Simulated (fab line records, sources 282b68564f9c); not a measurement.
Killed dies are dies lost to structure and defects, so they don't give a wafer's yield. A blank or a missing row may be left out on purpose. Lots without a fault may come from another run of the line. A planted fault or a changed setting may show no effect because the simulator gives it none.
Split-lot experiment | flow rit_cmos | 5 lots, 23 wafers read, on a route of 202 steps

THE SPLIT
At RIT_FOX2_OXIDATION_00 (target thk 350.7 nm, ox time 1130 s), the setting temp_c was moved away from the recipe's 1100 C on 10 of the 23 wafers read, by -2.1% to +2.8%. The other wafers ran this setting at the recipe's value.

FROM THE SPLIT TO THE READING: what the file shows between them, 24 steps
- RIT_FOX2_THK_MEAS_01
- RIT_FOX2_WET_ETCH_03: etches Si3N4 in H3PO4, target depth 195 nm, time 2700 s (also split here: time_s)
- RIT_FOX2_THK_MEAS_90
- RIT_NWELL_IMPLANT_08 (also split here: energy_kev)
- RIT_PWELL_COAT_01: resist thk 1300 nm (also split here: spin_rpm)
- RIT_PWELL_SOFTBAKE_02: time 60 s
- RIT_PWELL_EXPOSE_03: exposes mask M3, target cd 43700 nm
- RIT_PWELL_DEVELOP_05: develop time 68 s
- RIT_PWELL_HARDBAKE_07: time 120 s
- RIT_PWELL_IMPLANT_08 (also split here: dose_cm2)
- RIT_PWELL_STRIP_09: strips in O2, time 180 s
- RIT_PWELL_TW_MEAS_10
- RIT_WELLDRIVE_ANNEAL_00: time 14700 s
- RIT_WELLDRIVE_RS_MEAS_02: measures by four-point-probe
- RIT_NRETRO_COAT_01: resist thk 1300 nm (also split here: resist_thk_nm)
- RIT_NRETRO_SOFTBAKE_02: time 60 s
- RIT_NRETRO_EXPOSE_03: exposes mask M4, target cd 43900 nm
- RIT_NRETRO_DEVELOP_05: develop time 68 s
- RIT_NRETRO_HARDBAKE_07: time 120 s
- RIT_PRETRO_HARDBAKE_07: time 120 s (also split here: temp_c)
- RIT_PRETRO_IMPLANT_08
- RIT_PRETRO_STRIP_09: strips in O2, time 180 s
- RIT_GATE_CLEAN_03: cleans in SC2, time 600 s
- RIT_GATE_CLEAN_04: cleans in dHF, time 60 s

THE READING
FIELD_OXIDE_LEFT_2_THK, in nm, at RIT_FOX2_THK_MEAS_91. Fault-free wafers of this fab line usually give 254 nm, standard deviation 5.8 nm.

wafer  | tool, chamber at the split | temp_c as run, C | against the recipe | FIELD_OXIDE_LEFT_2_THK, nm | against lot-mates on the recipe
L075.1 | -, -                       | 1131             | +2.8%              | 302                        | no lot-mate on the recipe
L075.2 | -, -                       | 1131             | +2.8%              | 305                        | no lot-mate on the recipe
L075.3 | -, -                       | 1131             | +2.8%              | 299                        | no lot-mate on the recipe
L075.5 | -, -                       | 1131             | +2.8%              | 297                        | no lot-mate on the recipe
L075.6 | -, -                       | 1131             | +2.8%              | 300                        | no lot-mate on the recipe
L076.1 | -, -                       | 1100             | recipe             | 265                        | -
L076.3 | -, -                       | 1100             | recipe             | 257                        | -
L076.4 | -, -                       | 1100             | recipe             | 260                        | -
L076.5 | -, -                       | 1100             | recipe             | 257                        | -
L076.6 | -, -                       | 1100             | recipe             | 254                        | -
L078.1 | -, -                       | 1077             | -2.1%              | 223                        | no lot-mate on the recipe
L078.2 | -, -                       | 1077             | -2.1%              | 221                        | no lot-mate on the recipe
L078.3 | -, -                       | 1077             | -2.1%              | 222                        | no lot-mate on the recipe
L078.5 | -, -                       | 1077             | -2.1%              | 222                        | no lot-mate on the recipe
L078.6 | -, -                       | 1077             | -2.1%              | 224                        | no lot-mate on the recipe
L079.1 | furnace-04, 0              | 1100             | recipe             | 259                        | -
L079.4 | furnace-04, 0              | 1100             | recipe             | 259                        | -
L079.5 | furnace-04, 0              | 1100             | recipe             | 252                        | -
L084.1 | -, -                       | 1100             | recipe             | 266                        | -
L084.2 | -, -                       | 1100             | recipe             | 267                        | -
L084.3 | -, -                       | 1100             | recipe             | 264                        | -
L084.4 | -, -                       | 1100             | recipe             | 269                        | -
L084.6 | -, -                       | 1100             | recipe             | 267                        | -

THE FIT
A straight line over all 23 wafers: FIELD_OXIDE_LEFT_2_THK changes by +15.7 nm for each +1% of temp_c; r = +0.98; the points scatter about the line by 5.2 nm.
Too few moved wafers have a lot-mate on the recipe to fit a line with each lot's own level taken away.

THE WHOLE CHAIN: every reading that the file lists as answering this split, in the file's order
step                  | what it does                        | reading                                                                           | change (the file's fit)            | r (the file's)
RIT_FOX2_OXIDATION_00 | target thk 350.7 nm, ox time 1130 s | SiO2_of_FOX2_OXIDATION_00.thk_nm (the simulator's own value, which no gauge read) | +17 nm for each +1% of the setting | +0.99
RIT_FOX2_THK_MEAS_01  |                                     | FOX2_OXIDE_THK                                                                    | +17 for each +1% of the setting    | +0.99
RIT_FOX2_THK_MEAS_90  |                                     | FIELD_OXIDE_LEFT_1_THK                                                            | +17.2 for each +1% of the setting  | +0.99
RIT_FOX2_THK_MEAS_91  |                                     | FIELD_OXIDE_LEFT_2_THK                                                            | +15.7 for each +1% of the setting  | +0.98

THE FILE'S OWN FIT
FIELD_OXIDE_LEFT_2_THK changes by +15.7 nm for each +1% of temp_c, r = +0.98.
